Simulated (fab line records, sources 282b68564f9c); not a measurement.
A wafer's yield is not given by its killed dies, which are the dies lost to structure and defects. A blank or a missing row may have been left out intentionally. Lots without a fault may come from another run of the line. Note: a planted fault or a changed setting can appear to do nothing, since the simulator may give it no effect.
Which of the tools did it?	flow rit-cmos	15 lots, 45 wafers sampled, at 5 steps of a route of 202

## WHAT THE GAUGES READ, wafer by wafer
RIT_FOX2_THK_MEAS_91. Usual: FIELD_OXIDE_LEFT_2_THK 257 nm, standard deviation 7.5.
lot	measured	on	FIELD_OXIDE_LEFT_2_THK (nm)	flag
L381	day 2 16:57	film-metro-04	241 245 243	
L383	day 2 23:01	film-metro-02	252 255 257	
L384	day 3 01:32	film-metro-02	246 246 246	
L385	day 3 13:02	film-metro-01	249 246 248	
L386	day 3 15:17	film-metro-01	253 255 246	
L387	day 3 15:36	film-metro-01	261 254 259	
L393	day 4 21:44	film-metro-02	249 252 257	
L394	day 5 03:10	film-metro-02	269 266 268	
L395	day 5 08:35	film-metro-04	255 251 251	
L397	day 5 17:37	film-metro-02	265 256 262	
L400	day 6 11:39	film-metro-01	268 266 270	
L401	day 6 17:16	film-metro-01	249 244 248	
L402	day 7 02:30	film-metro-04	251 248 253	
L403	day 7 07:26	film-metro-02	260 256 262	
L404	day 7 11:55	film-metro-01	253 256 260	

RIT_NSD_TW_MEAS_10. Usual: NSD_TW 3110, standard deviation 25.
lot	measured	on	NSD_TW	flag
L381	day 3 10:17	film-metro-01	3106 3102 3097	
L383	day 3 14:33	film-metro-04	3203 3185 3183	OFF
L384	day 3 19:02	film-metro-03	3266 3266 3271	OFF
L385	day 4 08:57	film-metro-01	3103 3084 3118	
L386	day 4 08:25	film-metro-04	3076 3109 3104	
L387	day 4 08:39	film-metro-03	3260 3262 3237	OFF
L393	day 5 13:52	film-metro-01	3099 3109 3114	
L394	day 5 21:50	film-metro-04	3070 3055 3077	
L395	day 5 23:36	film-metro-04	3072 3101 3072	
L397	day 6 10:50	film-metro-04	3102 3096 3100	
L400	day 7 10:00	film-metro-03	3151 3159 3158	
L401	day 7 13:39	film-metro-01	3115 3099 3104	
L402	day 7 20:35	film-metro-01	3108 3102 3106	
L403	day 8 05:44	film-metro-01	3106 3101 3098	
L404	day 8 07:30	film-metro-01	3099 3097 3101	

RIT_SDANNEAL_RS_MEAS_05: uses a four-point probe to measure. Usual: NSD_RS 84.60 ohm/sq, standard deviation 0.26.
lot	measured	on	NSD_RS (ohm/sq)	flag
L381	day 3 12:26	film-metro-03	84.76 85.19 84.93	
L383	day 3 16:53	film-metro-01	74.80 74.69 74.80	OFF
L384	day 3 21:11	film-metro-03	74.99 75.02 74.91	OFF
L385	day 4 11:00	film-metro-03	84.36 84.51 84.57	
L386	day 4 10:55	film-metro-01	84.57 84.44 84.55	
L387	day 4 10:53	film-metro-04	74.83 74.59 74.89	OFF
L393	day 5 16:05	film-metro-04	84.49 84.52 84.36	
L394	day 6 00:01	film-metro-04	84.59 84.63 84.73	
L395	day 6 01:45	film-metro-04	84.47 84.35 84.50	
L397	day 6 12:53	film-metro-01	84.51 84.40 84.37	
L400	day 7 12:13	film-metro-01	84.68 84.71 84.88	
L401	day 7 15:44	film-metro-04	84.17 84.63 84.54	
L402	day 7 22:40	film-metro-01	84.70 84.67 84.49	
L403	day 8 07:48	film-metro-04	84.28 84.54 84.51	
L404	day 8 09:40	film-metro-04	84.32 84.39 84.28	

RIT_M1_OVL_MEAS_10. Usual: M1_OVL -0.7 nm, standard deviation 1.4.
lot	measured	on	M1_OVL (nm)	flag
L381	day 3 17:17	overlay-02	-3.5 -1.2 -2.1	
L383	day 3 21:53	overlay-02	-2.5 -2.4 -2.2	
L384	day 4 02:20	overlay-01	0.0 -0.5 -2.1	
L385	day 4 16:31	overlay-02	-2.4 -1.5 -1.1	
L386	day 4 16:12	overlay-01	-1.3 -0.7 -1.0	
L387	day 4 15:53	overlay-01	-1.5 0.2 -1.5	
L393	day 5 20:39	overlay-02	-1.7 -1.6 1.4	
L394	day 6 04:41	overlay-02	-0.8 -3.1 -1.9	
L395	day 6 06:27	overlay-01	0.8 -0.7 -0.4	
L397	day 6 17:34	overlay-02	-0.1 -2.3 -3.2	
L400	day 7 17:12	overlay-01	-0.7 -3.0 -0.7	
L401	day 7 20:29	overlay-01	-0.5 -0.9 0.4	
L402	day 8 03:25	overlay-02	-0.6 0.4 -1.3	
L403	day 8 12:41	overlay-01	0.5 -0.4 0.0	
L404	day 8 14:15	overlay-02	-0.7 -1.3 -2.4	

## EACH LOT AND THE TOOL THAT RAN IT (in order: tool; ch and the chambers of the sampled wafers; start)
lot	RIT_NSD_IMPLANT_08
L381	implanter-03 ch 0, day 3 09:57
L383	implanter-03 ch 0, day 3 14:14
L384	implanter-03 ch 0, day 3 18:43
L385	implanter-04 ch 0, day 4 08:38
L386	implanter-01 ch 0, day 4 08:06
L387	implanter-03 ch 0, day 4 08:20
L393	implanter-01 ch 0, day 5 13:34
L394	implanter-01 ch 0, day 5 21:34
L395	implanter-01 ch 0, day 5 23:17
L397	implanter-04 ch 0, day 6 10:32
L400	implanter-01 ch 0, day 7 09:40
L401	implanter-03 ch 0, day 7 13:19
L402	implanter-03 ch 0, day 7 20:15
L403	implanter-03 ch 0, day 8 05:28
L404	implanter-01 ch 0, day 8 07:11
- RIT_NSD_IMPLANT_08

## WHAT THE TOOLS THEMSELVES READ (means of the sampled wafers that have a number; where no wafer has one, the mark that the record gives instead)
RIT_NSD_IMPLANT_08. Usual: dose-ions-cm2 1e+15, standard deviation 1.1e+12; faraday-current-uA 3130, standard deviation 58.
lot	tool	dose-ions-cm2	faraday-current-uA	flag
L381	implanter-03	1e+15	3143	
L383	implanter-03	1e+15	3588	OFF
L384	implanter-03	1e+15	3645	OFF
L385	implanter-04	1e+15	3146	
L386	implanter-01	1e+15	3188	
L387	implanter-03	1e+15	3623	OFF
L393	implanter-01	1e+15	3166	
L394	implanter-01	1e+15	3146	
L395	implanter-01	1e+15	3145	
L397	implanter-04	1e+15	3130	
L400	implanter-01	1e+15	3127	
L401	implanter-03	1e+15	3143	
L402	implanter-03	1e+15	3108	
L403	implanter-03	1e+15	3140	
L404	implanter-01	1e+15	3129	

## THE ANSWER, worked out from the rows above alone
Rule: lot off if the mean of its wafers having a number is beyond 3 standard deviations from the usual mean. A lot without any number at a reading at which 4 lots or more have one is off too. The other lots that the step has rows for count as sound. After the gauges, taken in route order, come the tools' own readings; for these a lot's mean is taken, as printed above. At the first step where some lot is off, the reading lying furthest off is the one used; lots without a number count as furthest.
Off: at RIT_NSD_TW_MEAS_10 (NSD_TW), L383, L384, L387.
A tool fits if, at a process step before that reading, it ran every lot that is off, and no sound lot after the first of them. Not tried: the gauges at RIT_NSD_TW_MEAS_10; whatever is off there is also off at RIT_NSD_IMPLANT_08, on other tools, and gauge error can't account for it. Of those tried, none fits.

## WHAT THE SIMULATOR HAD INSERTED
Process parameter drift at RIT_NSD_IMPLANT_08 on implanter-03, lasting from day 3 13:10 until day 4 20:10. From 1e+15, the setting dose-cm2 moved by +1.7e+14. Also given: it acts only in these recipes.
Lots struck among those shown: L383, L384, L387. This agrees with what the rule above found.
